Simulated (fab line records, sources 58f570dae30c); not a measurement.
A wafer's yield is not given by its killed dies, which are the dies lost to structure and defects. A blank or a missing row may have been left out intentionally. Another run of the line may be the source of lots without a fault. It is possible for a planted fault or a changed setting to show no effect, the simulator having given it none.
One fault through the eyes of 2 desks :: flow berkeleyCmos170 :: what lay behind the numbers comes last; until then each desk has only its own

## DESK OF THE TOOL OWNER: implanter-03
The tool's own readings at UCB170_NWELL_IMPLANT_14, given as means over the sampled wafers that have a number, one for each lot that went through this tool. Marked OUT: a lot whose mean sits more than 4 standard deviations from the usual mean, which makes it out of limits; the brackets give that distance.
Columns: A = doseIonsCm2 at UCB170_NWELL_IMPLANT_14, usual 9.998e+12; B = faradayCurrentUA at UCB170_NWELL_IMPLANT_14, usual 31.7
lot: L831
first seen here: day 2 22:04
A: 9.993e+12
B: 31.4

lot: L832
first seen here: day 3 06:31
A: 9.993e+12
B: 31.1

lot: L833
first seen here: day 3 08:58
A: 9.995e+12
B: 32.0

lot: L835
first seen here: day 3 16:28
A: 9.993e+12
B: 31.8

lot: L836
first seen here: day 4 02:56
A: 9.996e+12
B: 32.0

lot: L843
first seen here: day 5 07:23
A: 9.996e+12
B: 32.2

lot: L845
first seen here: day 5 18:52
A: 9.985e+12
B: 31.8

lot: L846
first seen here: day 6 02:35
A: 1.376e+13 (+99 or more) OUT
B: 43.7 (+19) OUT

lot: L850
first seen here: day 6 20:17
A: 1.374e+13 (+99 or more) OUT
B: 44.1 (+20) OUT
Finding of this desk: L846, L850 out of limits; the first was L846 at day 6 02:35, on doseIonsCm2 at UCB170_NWELL_IMPLANT_14. In limits: L831, L832, L833, L835, L836, L843, L845.

## AT THE METROLOGY DESK
Means of the sampled wafers that have a number, per lot and without regard to the tool the lot ran on: this is what the gauges read. Marked OUT: a lot whose mean sits more than 4 standard deviations from the usual mean, which makes it out of limits; the brackets give that distance.
Columns: A = START_OXIDE_THK at UCB170_START_THK_MEAS_03, usual 20.1 nm; B = NWELL_TW at UCB170_NWELL_TW_MEAS_16, usual 1245
lot: L829
first seen here: day 1 21:44
A: 19.9
B: 1246

lot: L831
first seen here: day 2 06:20
A: 19.9
B: 1251

lot: L832
first seen here: day 2 10:53
A: 19.8
B: 1247

lot: L833
first seen here: day 2 16:47
A: 20.4
B: 1247

lot: L834
first seen here: day 2 21:26
A: 20.1
B: 1244

lot: L835
first seen here: day 3 00:18
A: 19.5
B: 1247

lot: L836
first seen here: day 3 07:30
A: 20.1
B: 1246

lot: L837
first seen here: day 3 11:23
A: 20.0
B: 1247

lot: L840
first seen here: day 4 00:32
A: 20.2
B: 1246

lot: L843
first seen here: day 4 17:04
A: 19.9
B: 1245

lot: L845
first seen here: day 5 03:38
A: 20.2
B: 1245

lot: L846
first seen here: day 5 08:43
A: 20.1
B: 1376 (+28) OUT

lot: L847
first seen here: day 5 11:56
A: 20.4
B: 1245

lot: L850
first seen here: day 6 03:10
A: 20.5
B: 1378 (+28) OUT
Per this desk, out of limits: L846, L850; the first was L846, day 6 02:48 (NWELL_TW at UCB170_NWELL_TW_MEAS_16). In limits: L829, L831, L832, L833, L834, L835, L836, L837, L840, L843, L845, L847.

## TAKEN TOGETHER
On L846, L850, at day 6 02:35, an alarm was possible from the tool owner's desk.
The metrology desk could have raised an alarm at day 6 02:48, on L846, L850.
The lots listed all ran UCB170_NWELL_IMPLANT_14 on implanter-03.

## WHAT HAD BEEN PUT IN BY THE SIMULATOR
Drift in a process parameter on implanter-03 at UCB170_NWELL_IMPLANT_14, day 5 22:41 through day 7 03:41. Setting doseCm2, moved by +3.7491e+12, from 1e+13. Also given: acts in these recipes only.
Shown lots that were struck: L846, L850.
Counting hours from when the fault started, the first reading out of limits came at 4 for the tool owner's desk and at 4 for the metrology desk.
